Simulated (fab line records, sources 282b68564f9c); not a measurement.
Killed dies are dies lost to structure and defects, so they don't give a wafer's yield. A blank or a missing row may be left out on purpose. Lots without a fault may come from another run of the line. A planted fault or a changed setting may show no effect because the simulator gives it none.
Which tool did it? | flow rit_cmos | 14 lots, 42 wafers sampled, at 3 steps of a route of 202

WHAT THE GAUGES READ, wafer by wafer
RIT_SILICIDE_RS_MEAS_02: measures by four-point-probe. Usual: SILICIDE_TI_RS 50.7 ohm/sq, standard deviation 0.57.
lot  | measured    | on            | SILICIDE_TI_RS (ohm/sq) | flag
L141 | day 3 03:28 | film_metro-04 | 50.2 50.8 50.0          |
L142 | day 3 06:28 | film_metro-04 | 51.2 51.5 50.8          |
L143 | day 3 13:37 | film_metro-03 | 50.3 50.2 50.9          |
L144 | day 3 17:45 | film_metro-01 | 51.4 50.8 51.2          |
L145 | day 4 00:11 | film_metro-04 | 50.7 51.1 50.8          |
L146 | day 4 03:38 | film_metro-01 | 51.5 51.5 51.7          |
L147 | day 4 07:17 | film_metro-01 | 50.0 49.8 50.0          |
L148 | day 4 13:39 | film_metro-01 | 50.9 50.6 50.7          |
L151 | day 5 04:23 | film_metro-03 | 32.3 32.8 32.6          | OFF
L153 | day 5 13:54 | film_metro-04 | 32.5 32.7 32.5          | OFF
L154 | day 5 18:43 | film_metro-04 | 50.3 50.3 51.2          |
L157 | day 6 09:50 | film_metro-01 | 50.8 51.3 50.8          |
L161 | day 7 08:29 | film_metro-03 | 51.1 50.8 50.9          |
L163 | day 7 18:07 | film_metro-01 | 50.3 49.9 50.3          |

RIT_SILICIDE_THK_MEAS_03: measures by xrf. Usual: SILICIDE_TI_THK 28.26 nm, standard deviation 0.26.
lot  | measured    | on            | SILICIDE_TI_THK (nm) | flag
L141 | day 3 03:35 | film_metro-04 | 28.64 28.29 28.62    |
L142 | day 3 06:35 | film_metro-04 | 27.98 27.99 28.18    |
L143 | day 3 13:44 | film_metro-03 | 28.29 28.50 28.08    |
L144 | day 3 17:52 | film_metro-01 | 28.08 28.24 28.16    |
L145 | day 4 00:18 | film_metro-04 | 28.51 28.19 28.46    |
L146 | day 4 03:46 | film_metro-01 | 28.05 27.83 27.72    |
L147 | day 4 07:24 | film_metro-01 | 28.66 28.62 28.60    |
L148 | day 4 13:46 | film_metro-01 | 28.03 28.35 28.28    |
L151 | day 5 04:30 | film_metro-03 | 40.65 40.37 40.43    | OFF
L153 | day 5 14:01 | film_metro-04 | 40.42 40.22 40.45    | OFF
L154 | day 5 18:49 | film_metro-04 | 28.37 28.34 28.09    |
L157 | day 6 09:56 | film_metro-01 | 28.29 28.01 28.21    |
L161 | day 7 08:36 | film_metro-03 | 28.14 28.50 28.38    |
L163 | day 7 18:14 | film_metro-01 | 28.58 28.76 28.56    |

WHICH TOOL RAN EACH LOT (tool, then ch and the chambers of the sampled wafers, then the start)
lot  | RIT_SILICIDE_SPUTTER_01
L141 | pvd_sputter-04, day 3 03:19
L142 | pvd_sputter-03, day 3 06:18
L143 | pvd_sputter-01, day 3 13:28
L144 | pvd_sputter-04, day 3 17:36
L145 | pvd_sputter-01, day 4 00:02
L146 | pvd_sputter-04, day 4 03:29
L147 | pvd_sputter-01, day 4 07:08
L148 | pvd_sputter-04, day 4 13:30
L151 | pvd_sputter-01, day 5 04:05
L153 | pvd_sputter-01, day 5 13:45
L154 | pvd_sputter-04, day 5 18:32
L157 | pvd_sputter-03, day 6 09:40
L161 | pvd_sputter-03, day 7 08:20
L163 | pvd_sputter-03, day 7 17:58
- RIT_SILICIDE_SPUTTER_01: material Ti, target thk 30 nm, time 229.5 s.

WHAT THE TOOLS THEMSELVES READ (means of the sampled wafers that have a number; where no wafer has one, the mark that the record gives instead)
RIT_SILICIDE_SPUTTER_01. Usual: throttle_valve_pct 30.2 %, standard deviation 0.83.
lot  | tool           | throttle_valve_pct (%) | flag
L141 | pvd_sputter-04 | 29.4                   |
L142 | pvd_sputter-03 | 31.1                   |
L143 | pvd_sputter-01 | 30.0                   |
L144 | pvd_sputter-04 | 29.4                   |
L145 | pvd_sputter-01 | 30.8                   |
L146 | pvd_sputter-04 | 29.4                   |
L147 | pvd_sputter-01 | 30.1                   |
L148 | pvd_sputter-04 | 29.3                   |
L151 | pvd_sputter-01 | 29.9                   |
L153 | pvd_sputter-01 | 30.5                   |
L154 | pvd_sputter-04 | 29.3                   |
L157 | pvd_sputter-03 | 30.5                   |
L161 | pvd_sputter-03 | 31.2                   |
L163 | pvd_sputter-03 | 31.0                   |

THE ANSWER, worked out from the rows above alone
Rule: a lot is off if the mean of its wafers that have a number lies more than 3 standard deviations from the usual mean. A lot without any number at a reading at which 4 lots or more have one is off too. The other lots that the step has rows for count as sound. The gauges are gone through in route order, then the tools' own readings, and for those a lot's mean is taken as printed above. The first step at which some lot is off is used, and at that step the reading that is off furthest; a lot without a number counts as furthest.
Off: L151, L153, at RIT_SILICIDE_RS_MEAS_02 (SILICIDE_TI_RS).
A tool fits if, at a process step before that reading, it ran every lot that is off, and no sound lot after the first of them. The gauges at RIT_SILICIDE_RS_MEAS_02 are tried like those tools. One fits: pvd_sputter-01 at RIT_SILICIDE_SPUTTER_01. Its last sound lot is L147 (day 4 07:08), its first lot that is off L151 (day 5 04:05): a fault that began between those two fits.

WHAT THE SIMULATOR HAD PUT IN
Process parameter drift: pvd_sputter-01, from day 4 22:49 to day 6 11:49, at RIT_SILICIDE_SPUTTER_01. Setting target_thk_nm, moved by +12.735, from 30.
Lots struck among those shown: L151, L153. The rule above found the same.
